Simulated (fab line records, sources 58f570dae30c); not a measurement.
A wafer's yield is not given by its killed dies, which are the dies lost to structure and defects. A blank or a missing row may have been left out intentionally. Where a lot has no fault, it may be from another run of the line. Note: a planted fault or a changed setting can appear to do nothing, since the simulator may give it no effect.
Split-lot trial    flow berkeley-cmos170    5 lots, 23 wafers read, on a route of 331 steps

## SPLIT DETAILS
At UCB170_NLDD_EXPOSE_03 (exposes mask NSELECT, target cd 1200 nm), the setting dose-mj was moved away from the recipe's 30 on 11 of the 23 wafers read, by -4.5% to +6.0%. All remaining wafers had this setting at the recipe value.

## FROM THE SPLIT TO THE READING: what the file shows between them, 2 steps
- UCB170_NLDD_PEB_04
- UCB170_NLDD_DEVELOP_05: develop time 45 s

## THE READING
Shown in nm: cd-nm at UCB170_NLDD_CD_MEAS_06, with target cd 1200 nm. A value of 1200.1 nm with a standard deviation of 1.1 nm is what fault-free wafers of this fab line usually give.

wafer   tool, chamber at the split  dose-mj as run  against the recipe  cd-nm, nm  against lot-mates on the recipe
L074.1  krf-scanner-02, 0           29.29           -2.4%               1196.5     -4.4
L074.2  krf-scanner-02, 0           30              recipe              1200.6     -
L074.4  krf-scanner-02, 0           30              recipe              1201.2     -
L074.5  krf-scanner-02, 0           29.29           -2.4%               1197.0     -3.9
L074.6  krf-scanner-02, 0           29.29           -2.4%               1195.0     -5.9
L077.1  krf-scanner-02, 0           31.8            +6.0%               1210.1     +10.5
L077.3  krf-scanner-02, 0           31.8            +6.0%               1209.7     +10.1
L077.4  krf-scanner-02, 0           30              recipe              1198.9     -
L077.5  krf-scanner-02, 0           30              recipe              1199.4     -
L077.6  krf-scanner-02, 0           30              recipe              1200.6     -
L076.1  krf-scanner-01, 0           30              recipe              1199.7     -
L076.2  krf-scanner-01, 0           30              recipe              1199.7     -
L076.4  krf-scanner-01, 0           30              recipe              1199.2     -
L078.1  krf-scanner-02, 0           30              recipe              1198.8     -
L078.2  krf-scanner-02, 0           28.82           -3.9%               1191.8     -7.4
L078.4  krf-scanner-02, 0           28.82           -3.9%               1191.7     -7.5
L078.5  krf-scanner-02, 0           30              recipe              1199.6     -
L078.6  krf-scanner-02, 0           28.82           -3.9%               1191.4     -7.8
L082.1  krf-scanner-02, 0           28.64           -4.5%               1193.4     -6.7
L082.2  krf-scanner-02, 0           28.64           -4.5%               1192.1     -8.0
L082.4  krf-scanner-02, 0           30              recipe              1200.7     -
L082.5  krf-scanner-02, 0           30              recipe              1199.5     -
L082.6  krf-scanner-02, 0           28.64           -4.5%               1193.1     -7.0

THE FIT
A straight line over all 23 wafers: cd-nm changes by +1.71 nm for each +1% of dose-mj; r = +0.98; the points scatter about the line by 0.94 nm.
The same after taking each lot's own level away (the mean of its wafers on the recipe; 23 wafers): +1.74 nm for each +1%; r = +0.99; scatter 0.69 nm.
The reading moves by 10 nm for the largest change in dose-mj, on that fit.
Across the lots, their own levels run from 1199.20 to 1200.90 nm, a range of 1.5 times the standard deviation given above.
The two slopes are in agreement: the lot-to-lot level therefore moves the slope only a little.
Check: +10.3 nm against its lot-mates is what the line predicts for one of the wafers moved furthest among these (+6.0%) when that wafer is left out of the fit. It came out at +10.5 nm against them.

## FURTHER SPLITS ON THESE WAFERS
Other splits were also applied to these wafers ahead of the reading. Each is held against what the fit with the lots' levels taken away leaves over:
other split on the same wafers        wafers away from the commonest value  r with cd-nm (lot level and that fit taken away)
UCB170_PVT_DEVELOP_05 develop-time-s  11                                    -0.37
UCB170_GATE_EXPOSE_09 dose-mj         10                                    -0.39
UCB170_GATE_ETCH_15 icp-w             4                                     +0.18
UCB170_PLDD_IMPLANT_08 dose-cm2       11                                    -0.01

## THE FILE'S OWN FIT
cd-nm changes by +1.74 nm for each +1% of dose-mj, r = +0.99.
